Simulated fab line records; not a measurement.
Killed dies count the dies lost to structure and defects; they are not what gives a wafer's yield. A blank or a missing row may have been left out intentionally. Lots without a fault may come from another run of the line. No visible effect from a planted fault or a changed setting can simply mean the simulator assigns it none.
Comparing a struck lot with a sound one + flow rit_cmos + 17 out of 202 route steps
Sound: these wafers, L809.1, L809.3, L809.5. Struck: wafer L820.2 (L820.3, L820.4, from the same lot, were not struck and are left out); the cause is given at the end.
For every step that has rows: the tool of each side, followed by ch and its chambers, followed by its first start. Under that, the readings that differ: sound wafers + struck wafers + difference of the means + sigmas: that difference in standard deviations of wafers without a fault.
alike: words and numbers the same on both sides, and readings whose means are apart by under 2 such deviations; not compared: readings that were withheld, readings missing a value for some wafer, numbers with overlapping values and no deviation given by the record, and bounds like >300 which may hide the same value.
Wherever a step has rows on one side only, a row that says differs or no value, or a row with sigmas, the two part there. Non-overlapping numbers with no deviation appear without sigmas and do not part them. Lack of a reading on every wafer of one side parts them only where that side has two or more wafers.

first, 1 step without rows for these wafers: RIT_PSD_IMPLANT_08.
RIT_PSD_STRIP_09: strips in O2, time 180 s.
  sound on plasma_asher-01 ch 0,1, day 3 22:32; struck on plasma_asher-03 ch 1, day 6 04:14
| reading                     | sound       | struck | difference | sigmas |
|-----------------------------|-------------|--------|------------|--------|
| drypump_motor_current_A (A) | 5.4 4.8 4.8 | 5.9    | +0.9       | +2     |
  not compared: rf_hours_counter_h
RIT_PSD_TW_MEAS_10:
  sound on film_metro-02, day 3 22:43; struck on film_metro-03, day 6 04:25
| reading | sound          | struck | difference | sigmas |
|---------|----------------|--------|------------|--------|
| PSD_TW  | 3402 3391 3411 | 3453   | +52        | +2     |
then, 3 steps without rows for these wafers: RIT_SDANNEAL_CLEAN_00 (cleans in SC1, time 600 s); RIT_SDANNEAL_CLEAN_01 (cleans in dHF, time 29.45 s); RIT_SDANNEAL_CLEAN_02 (cleans in SC2, time 600 s).
RIT_SDANNEAL_RTA_03: time 5 s.
  sound on rtp_anneal-01 ch 0, day 3 23:08; struck on rtp_anneal-02 ch 0, day 6 04:55
  alike: ramp_up_c_per_s, wafer_temp_C_max
RIT_SDANNEAL_RS_MEAS_04: the measuring method here is four-point-probe.
  sound on film_metro-04, day 3 23:15; struck on film_metro-02, day 6 04:59
  alike: PSD_RS
RIT_SDANNEAL_RS_MEAS_05: the measuring method here is four-point-probe.
  sound on film_metro-04, day 3 23:22; struck on film_metro-02, day 6 05:07
  alike: NSD_RS
RIT_SDANNEAL_RS_MEAS_06: the measuring method here is four-point-probe.
  sound on film_metro-04, day 3 23:29; struck on film_metro-02, day 6 05:14
| reading          | sound             | struck | difference | sigmas |
|------------------|-------------------|--------|------------|--------|
| PLDD_RS (ohm/sq) | 179.9 179.6 179.2 | 178.4  | -1.2       | -2     |
RIT_SDANNEAL_RS_MEAS_07: the measuring method here is four-point-probe.
  sound on film_metro-04, day 3 23:37; struck on film_metro-02, day 6 05:21
  alike: NLDD_RS
then, 1 step without rows for these wafers: RIT_SILICIDE_WET_ETCH_00 (etches SiO2 in BOE, target depth 14 nm, time 15 s).
RIT_SILICIDE_SPUTTER_01: material Ti, target thk 30 nm, time 240 s.
  sound on pvd_sputter-04, day 3 23:46; struck on pvd_sputter-03, day 6 05:28
| reading                                     | sound             | struck | difference | sigmas |
|---------------------------------------------|-------------------|--------|------------|--------|
| model.Ti_of_SILICIDE_SPUTTER_01.thk_nm (nm) | 29.77 29.42 29.89 | 27.22  | -2.47      |        |
  alike: throttle_valve_pct
RIT_SILICIDE_RS_MEAS_02: the measuring method here is four-point-probe.
  sound on film_metro-03, day 3 23:55; struck on film_metro-03, day 6 05:55
| reading                 | sound          | struck | difference | sigmas |
|-------------------------|----------------|--------|------------|--------|
| SILICIDE_TI_RS (ohm/sq) | 48.5 49.2 48.3 | 54.7   | +6.0       | +8     |
  not compared: hold
RIT_SILICIDE_THK_MEAS_03: measures by xrf.
  sound on film_metro-03, day 4 00:02; struck on film_metro-03, day 6 09:00
| reading              | sound          | struck | difference | sigmas |
|----------------------|----------------|--------|------------|--------|
| SILICIDE_TI_THK (nm) | 29.1 28.7 29.0 | 26.6   | -2.3       | -5     |
  not compared: hold
RIT_SILICIDE_RTA_04: time 10 s, ramp up 5 s, ramp down 5 s.
  sound on rtp_anneal-02 ch 0, day 4 00:05; struck on rtp_anneal-01 ch 0, day 6 11:43
| reading | sound | struck                   | difference                   | sigmas |
|---------|-------|--------------------------|------------------------------|--------|
| hold    | - - - | await_dispo/2.6h/release | no value on the sound wafers |        |
  alike: wafer_temp_C_max
RIT_M1_PROBE_99:
  sound on prober-02, day 4 06:46; struck on prober-01, day 6 18:26
  alike: killed_at_front_end, killed_dies, killed_open, killed_short

== WHERE THEY PART ==
Last at RIT_SILICIDE_RTA_04 as far as this record goes, first at RIT_PSD_STRIP_09. Later steps at which nothing parts them and some readings are alike: RIT_M1_PROBE_99.

WHY: whatever the simulator had introduced
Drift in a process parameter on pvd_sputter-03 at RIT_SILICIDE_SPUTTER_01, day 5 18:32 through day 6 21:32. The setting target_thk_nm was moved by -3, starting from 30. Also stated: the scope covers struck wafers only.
